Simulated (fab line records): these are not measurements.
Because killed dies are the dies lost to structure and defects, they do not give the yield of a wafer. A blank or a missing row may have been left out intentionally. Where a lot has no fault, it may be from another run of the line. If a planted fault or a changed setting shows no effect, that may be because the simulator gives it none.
Split-lot trial | flow berkeley-cmos170 | route with 331 steps; 5 lots, 27 wafers read

== SPLIT DETAILS ==
At UCB170_M3_METAL_ETCH_18 (etches Al in Cl2/BCl3, stops on SiO2, target depth 1170 nm, time 195 s), the setting time-s was moved away from the recipe's 195 s on 9 of the 27 wafers read, by -41.3% to +47.0%. For the rest of the wafers, this setting stayed at what the recipe calls for.

== SPLIT TO READING: what lies between them in the file, 1 step ==
- UCB170_M3_STRIP_19: strips in O2

== THE READING ==
cd-nm, in nm, at UCB170_M3_CD_MEAS_90 (target cd 700 nm). On this fab line, fault-free wafers typically give 700 nm with a standard deviation of 4 nm.

wafer  | tool, chamber at the split | time-s as run, s | against the recipe | cd-nm, nm | against lot-mates on the recipe
L078.1 | rie-metal-02, 0            | 286.6            | +47.0%             | 679       | -22
L078.2 | rie-metal-02, 1            | 195              | recipe             | 700       | -
L078.3 | rie-metal-02, 1            | 286.6            | +47.0%             | 680       | -21
L078.4 | rie-metal-02, 0            | 195              | recipe             | 703       | -
L078.5 | rie-metal-02, 1            | 286.6            | +47.0%             | 679       | -22
L078.6 | rie-metal-02, 0            | 195              | recipe             | 701       | -
L079.1 | rie-metal-01, 0            | 195              | recipe             | 697       | -
L079.2 | rie-metal-01, 1            | 195              | recipe             | 703       | -
L079.3 | rie-metal-01, 0            | 195              | recipe             | 698       | -
L079.4 | rie-metal-01, 1            | 195              | recipe             | 699       | -
L079.5 | rie-metal-01, 0            | 195              | recipe             | 695       | -
L079.6 | rie-metal-01, 1            | 195              | recipe             | 702       | -
L077.2 | rie-metal-01, 1            | 195              | recipe             | 700       | -
L077.3 | rie-metal-01, 1            | 195              | recipe             | 699       | -
L077.6 | rie-metal-01, 0            | 195              | recipe             | 697       | -
L084.1 | rie-metal-02, 1            | 114.5            | -41.3%             | 722       | +18
L084.2 | rie-metal-02, 0            | 195              | recipe             | 706       | -
L084.3 | rie-metal-02, 0            | 114.5            | -41.3%             | 723       | +19
L084.4 | rie-metal-02, 1            | 114.5            | -41.3%             | 720       | +16
L084.5 | rie-metal-02, 0            | 195              | recipe             | 704       | -
L084.6 | rie-metal-02, 1            | 195              | recipe             | 703       | -
L083.1 | rie-metal-03, 1            | 277.5            | +42.3%             | 683       | -19
L083.2 | rie-metal-03, 0            | 277.5            | +42.3%             | 675       | -27
L083.3 | rie-metal-03, 0            | 195              | recipe             | 699       | -
L083.4 | rie-metal-03, 1            | 195              | recipe             | 703       | -
L083.5 | rie-metal-03, 1            | 195              | recipe             | 705       | -
L083.6 | rie-metal-03, 0            | 277.5            | +42.3%             | 672       | -30

FIT RESULTS
A straight line over all 27 wafers: cd-nm changes by -0.507 nm for each +1% of time-s; r = -0.97; the points scatter about the line by 3.3 nm.
The same after taking each lot's own level away (the mean of its wafers on the recipe; 27 wafers): -0.491 nm for each +1%; r = -0.97; scatter 3.1 nm.
On that fit, the largest move of time-s shifts the reading by 23 nm.
Measured against the standard deviation above, the lots' own levels, which go from 698.7 to 704.3 nm, span 1.4 times it.
The two slopes are in agreement: the lot-to-lot level therefore moves the slope only a little.
Check: for one of the wafers moved furthest among these (+47.0%), held out of the fit, the line's prediction against its lot-mates is -24.1 nm. Against them it came out at -22.3 nm.

== FURTHER SPLITS ON THESE WAFERS ==
Other splits were also applied to these wafers ahead of the reading. Each is held against what the fit with the lots' levels taken away leaves over:
other split on the same wafers | wafers away from the commonest value | r with cd-nm (lot level and that fit taken away)
UCB170_M1_METAL_ETCH_12 time-s | 12                                   | +0.20

== THE WHOLE CHAIN: every reading that the file lists as answering this split, in the file's order ==
step                    | what it does                                                           | reading                                                                   | change (the file's fit)                                                            | r (the file's)
UCB170_M3_METAL_ETCH_18 | etches Al in Cl2/BCl3, stops on SiO2, target depth 1170 nm, time 195 s | M3.feature-depth-nm (the simulator's own value, which no gauge read)      | not straight: 686.9 at the lowest setting, 952 at the recipe, 993.8 at the highest | not given
UCB170_M3_METAL_ETCH_18 | etches Al in Cl2/BCl3, stops on SiO2, target depth 1170 nm, time 195 s | KrF_of_M3_COAT_10.thk-nm (the simulator's own value, which no gauge read) | -5.22 nm for each +1% of the setting                                               | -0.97
UCB170_M3_METAL_ETCH_18 | etches Al in Cl2/BCl3, stops on SiO2, target depth 1170 nm, time 195 s | SiO2_of_V2_CVD_00.thk-nm (the simulator's own value, which no gauge read) | -0.674 nm for each +1% of the setting                                              | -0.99
UCB170_M3_STRIP_19      | strips in O2                                                           | oes-product-au                                                            | -0.00483 a.u. for each +1% of the setting                                          | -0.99
UCB170_M3_CD_MEAS_90    | target cd 700 nm                                                       | cd-nm                                                                     | -0.496 nm for each +1% of the setting                                              | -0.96

== FILE'S OWN FIT ==
cd-nm changes by -0.496 nm for each +1% of time-s, r = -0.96.
